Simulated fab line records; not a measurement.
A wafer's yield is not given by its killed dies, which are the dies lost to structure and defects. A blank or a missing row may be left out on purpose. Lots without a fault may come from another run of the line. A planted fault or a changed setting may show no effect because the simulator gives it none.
Which tool did it? ; flow berkeleyCmos170 ; 14 lots, 42 wafers sampled, at 4 steps of a route of 331

## WHAT THE GAUGES SHOWED, per wafer
UCB170_ACTIVE_THK_MEAS_03. Usual: ACTIVE_OXIDE_THK gives 26.1 nm (standard deviation 0.54).
lot;measured;on;ACTIVE_OXIDE_THK (nm);flag
L999;day 4 06:17;filmMetro-04;26.1 26.2 26.1;
L100;day 4 17:54;filmMetro-01;26.0 26.1 26.1;
L101;day 4 17:55;filmMetro-02;25.9 25.7 25.8;
L102;day 5 03:43;filmMetro-02;26.4 26.8 26.1;
L103;day 5 08:11;filmMetro-02;26.6 26.4 26.5;
L104;day 5 18:39;filmMetro-04;26.7 26.0 26.2;
L105;day 5 22:14;filmMetro-02;25.9 26.5 25.8;
L106;day 5 22:14;filmMetro-04;26.0 25.7 26.3;
L108;day 6 05:30;filmMetro-04;25.5 25.7 25.8;
L109;day 6 05:31;filmMetro-02;25.5 25.7 26.1;
L110;day 6 19:42;filmMetro-04;26.5 26.4 26.1;
L113;day 6 19:46;filmMetro-04;26.6 26.9 26.1;
L115;day 7 05:43;filmMetro-01;24.7 24.9 24.8;
L121;day 8 07:37;filmMetro-01;27.2 26.9 26.8;

UCB170_NVT_TW_MEAS_09. Usual: NVT_TW gives 520 (standard deviation 4.9).
lot;measured;on;NVT_TW;flag
L999;day 5 20:14;filmMetro-02;522 522 519;
L100;day 6 10:34;filmMetro-03;516 516 516;
L101;day 6 10:28;filmMetro-02;519 525 522;
L102;day 6 19:28;filmMetro-03;518 518 517;
L103;day 6 19:17;filmMetro-03;513 515 517;
L104;day 7 10:17;filmMetro-01;521 521 523;
L105;day 7 09:59;filmMetro-03;516 514 512;
L106;day 7 10:16;filmMetro-03;513 515 513;
L108;day 7 16:58;filmMetro-03;514 509 510;
L109;day 7 17:08;filmMetro-02;519 518 520;
L110;day 8 09:42;filmMetro-02;649 647 646;OFF
L113;day 8 09:16;filmMetro-01;521 524 524;
L115;day 8 19:32;filmMetro-02;647 647 652;OFF
L121;day 9 22:14;filmMetro-02;522 522 522;

## EACH LOT AND THE TOOL THAT RAN IT (in order: tool; ch and the chambers of the sampled wafers; start)
lot;UCB170_ACTIVE_ETCH_15;UCB170_NVT_IMPLANT_07
L999;rieDiel-04 ch 0,1,2, day 4 16:08;implanter-04 ch 0, day 5 19:59
L100;rieDiel-03 ch 0,2,3, day 5 02:59;implanter-01 ch 0, day 6 10:19
L101;rieDiel-01 ch 0,1,3, day 5 02:52;implanter-04 ch 0, day 6 10:14
L102;rieDiel-03 ch 1,2,3, day 5 12:41;implanter-02 ch 0, day 6 19:13
L103;rieDiel-01 ch 1,2,3, day 5 12:49;implanter-04 ch 0, day 6 19:02
L104;rieDiel-03 ch 0,1,2, day 6 03:22;implanter-01 ch 0, day 7 10:01
L105;rieDiel-03 ch 0,2,3, day 6 06:21;implanter-01 ch 0, day 7 09:44
L106;rieDiel-01 ch 1,2,3, day 6 06:20;implanter-04 ch 0, day 7 10:01
L108;rieDiel-03 ch 0,1,3, day 6 13:10;implanter-01 ch 0, day 7 16:43
L109;rieDiel-01 ch 1,2,3, day 6 13:03;implanter-04 ch 0, day 7 16:55
L110;rieDiel-01 ch 1,2,3, day 7 05:10;implanter-01 ch 0, day 8 09:09
L113;rieDiel-03 ch 0,1,2, day 7 05:17;implanter-02 ch 0, day 8 09:02
L115;rieDiel-03 ch 0,1,3, day 7 13:14;implanter-01 ch 0, day 8 18:15
L121;rieDiel-01 ch 0,2, day 8 15:12;implanter-01 ch 0, day 9 22:01
- UCB170_ACTIVE_ETCH_15: etches Si3N4 in CH3F/Ar/O2, stops on SiO2, target depth 242 nm, time 151 s.
- UCB170_NVT_IMPLANT_07

## WHAT THE TOOLS THEMSELVES READ (means of the sampled wafers that have a number; where no wafer has one, the mark that the record gives instead)
UCB170_ACTIVE_ETCH_15. Usual: drypumpMotorCurrentA 5.6 A, standard deviation 0.33; oesProductAu 0.946 a.u., standard deviation 0.016; throttleValvePct 8.03 %, standard deviation 0.14.
lot;tool;drypumpMotorCurrentA (A);oesProductAu (a.u.);throttleValvePct (%);flag
L999;rieDiel-04;5.9;0.954;8.01;
L100;rieDiel-03;5.8;0.949;8.10;
L101;rieDiel-01;5.5;0.962;8.04;
L102;rieDiel-03;5.4;0.937;8.02;
L103;rieDiel-01;5.5;0.948;8.03;
L104;rieDiel-03;5.5;0.950;8.01;
L105;rieDiel-03;5.7;0.939;8.10;
L106;rieDiel-01;5.5;0.954;8.03;
L108;rieDiel-03;5.6;0.952;7.99;
L109;rieDiel-01;5.5;0.943;8.04;
L110;rieDiel-01;5.5;0.946;8.04;
L113;rieDiel-03;5.5;0.953;8.02;
L115;rieDiel-03;5.6;0.957;7.98;
L121;rieDiel-01;5.8;0.938;7.93;

## THE ANSWER, worked out from the rows above alone
Rule: take the mean of a lot's wafers that have a number; if it is more than 3 standard deviations from the usual mean, the lot is off. Also off: a lot with no number at a reading for which 4 or more lots have one. Where the step has rows for the other lots, those lots are counted as sound. First the gauges in route order, then the tools' own readings, where a lot's mean is used as printed above. The first step at which some lot is off is used, and at that step the reading that is off furthest; a lot without a number counts as furthest.
Off: at UCB170_NVT_TW_MEAS_09 (NVT_TW), L110, L115.
If a tool, at a process step before that reading, ran all the lots that are off and no sound lot after the first of them, it fits. Those tools and the gauges at UCB170_NVT_TW_MEAS_09 are tried in the same way. No candidate that was tried fits.

## WHAT THE SIMULATOR HAD INSERTED
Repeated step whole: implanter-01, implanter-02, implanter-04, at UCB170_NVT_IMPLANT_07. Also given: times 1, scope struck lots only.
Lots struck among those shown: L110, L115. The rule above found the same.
